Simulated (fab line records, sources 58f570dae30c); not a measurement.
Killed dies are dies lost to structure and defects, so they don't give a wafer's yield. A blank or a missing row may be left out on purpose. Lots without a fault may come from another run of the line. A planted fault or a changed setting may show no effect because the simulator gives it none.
Tool commonality check | flow berkeley_cmos170 | 12 lots, 36 wafers sampled

WHY IT WAS OPENED
At UCB170_ACTIVE_THK_MEAS_06 the reading ACTIVE_NITRIDE_THK is flagged on 1 of 12 lots. Wafers without a fault read 219.8 nm, standard deviation 1.8.
Rule: a lot is flagged when every wafer of it that has a number lies more than 4 standard deviations from that mean, or none has a number. The other lots count as sound.

lot  | measured    | on            | ACTIVE_NITRIDE_THK (nm), wafer by wafer | flag
L710 | day 4 22:48 | film_metro-04 | 219.0 217.4 217.1                       |
L712 | day 5 04:22 | film_metro-01 | 218.9 221.3 221.4                       |
L713 | day 5 04:22 | film_metro-04 | 218.1 219.0 221.5                       |
L714 | day 5 18:44 | film_metro-03 | 219.4 219.9 218.8                       |
L720 | day 6 23:12 | film_metro-01 | 206.9 208.1 207.3                       | FLAGGED
L723 | day 7 14:59 | film_metro-03 | 220.1 221.2 220.7                       |
L728 | day 8 13:52 | film_metro-03 | 216.5 216.1 216.4                       |
L732 | day 9 04:32 | film_metro-03 | 216.8 218.9 218.5                       |
L730 | day 9 04:33 | film_metro-01 | 220.3 218.7 219.0                       |
L731 | day 9 04:36 | film_metro-03 | 217.1 219.4 218.2                       |
L729 | day 9 04:37 | film_metro-01 | 219.0 218.2 217.7                       |
L733 | day 9 20:46 | film_metro-03 | 218.8 219.2 220.6                       |
The numbers of the flagged lots are 207.4 nm on average: -12.4 nm against the usual, or -7 standard deviations.

WHICH TOOL RAN EACH LOT
The record holds 1 process step before the reading, out of a route of 331 steps. In each cell: the tool, then ch and the chambers that the sampled wafers went through, then the start.
lot  | flag    | UCB170_ACTIVE_CVD_05
L710 |         | lpcvd-01 ch 0, day 4 19:55
L712 |         | lpcvd-02 ch 0, day 5 02:26
L713 |         | lpcvd-02 ch 1, day 5 02:26
L714 |         | lpcvd-01 ch 0, day 5 14:25
L720 | FLAGGED | lpcvd-02 ch 0, day 6 21:13
L723 |         | lpcvd-01 ch 1, day 7 12:06
L728 |         | lpcvd-01 ch 0, day 8 10:58
L732 |         | lpcvd-01 ch 1, day 9 01:40
L730 |         | lpcvd-01 ch 1, day 9 01:40
L731 |         | lpcvd-01 ch 1, day 9 01:40
L729 |         | lpcvd-01 ch 1, day 9 01:40
L733 |         | lpcvd-02 ch 0, day 9 18:51
What these steps do:
- UCB170_ACTIVE_CVD_05: deposits Si3N4 from SiH2Cl2/NH3, target thk 220 nm, time 3300 s.
- UCB170_ACTIVE_THK_MEAS_06

FLAGGED OVER TOTAL, TOOL BY TOOL (the gauges that took the reading come last)
step                      | tool          | lots run | flagged | share of the flagged lots | sound lots run after its first flagged lot
UCB170_ACTIVE_CVD_05      | lpcvd-01      | 8        | 0       | none                      | -
UCB170_ACTIVE_CVD_05      | lpcvd-02      | 4        | 1       | all                       | 1 (L733)
UCB170_ACTIVE_THK_MEAS_06 | film_metro-01 | 4        | 1       | all                       | 2 (L730,L729)
UCB170_ACTIVE_THK_MEAS_06 | film_metro-03 | 6        | 0       | none                      | -
UCB170_ACTIVE_THK_MEAS_06 | film_metro-04 | 2        | 0       | none                      | -

WHAT THE TABLE ALLOWS
2 rows of the table ran every flagged lot: lpcvd-02 at UCB170_ACTIVE_CVD_05, film_metro-01 at UCB170_ACTIVE_THK_MEAS_06.
- lpcvd-02 at UCB170_ACTIVE_CVD_05: 1 of its 4 lots flagged. Sound lots ran on it after the first flagged one (L733), which a lasting fault on the whole tool wouldn't allow.
- film_metro-01 at UCB170_ACTIVE_THK_MEAS_06: 1 of its 4 lots flagged. Sound lots ran on it after the first flagged one (L730, L729), which a lasting fault on the whole tool wouldn't allow.
No row of the table ran every flagged lot and no sound lot after the first.

WHAT THE SIMULATOR HAD PUT IN
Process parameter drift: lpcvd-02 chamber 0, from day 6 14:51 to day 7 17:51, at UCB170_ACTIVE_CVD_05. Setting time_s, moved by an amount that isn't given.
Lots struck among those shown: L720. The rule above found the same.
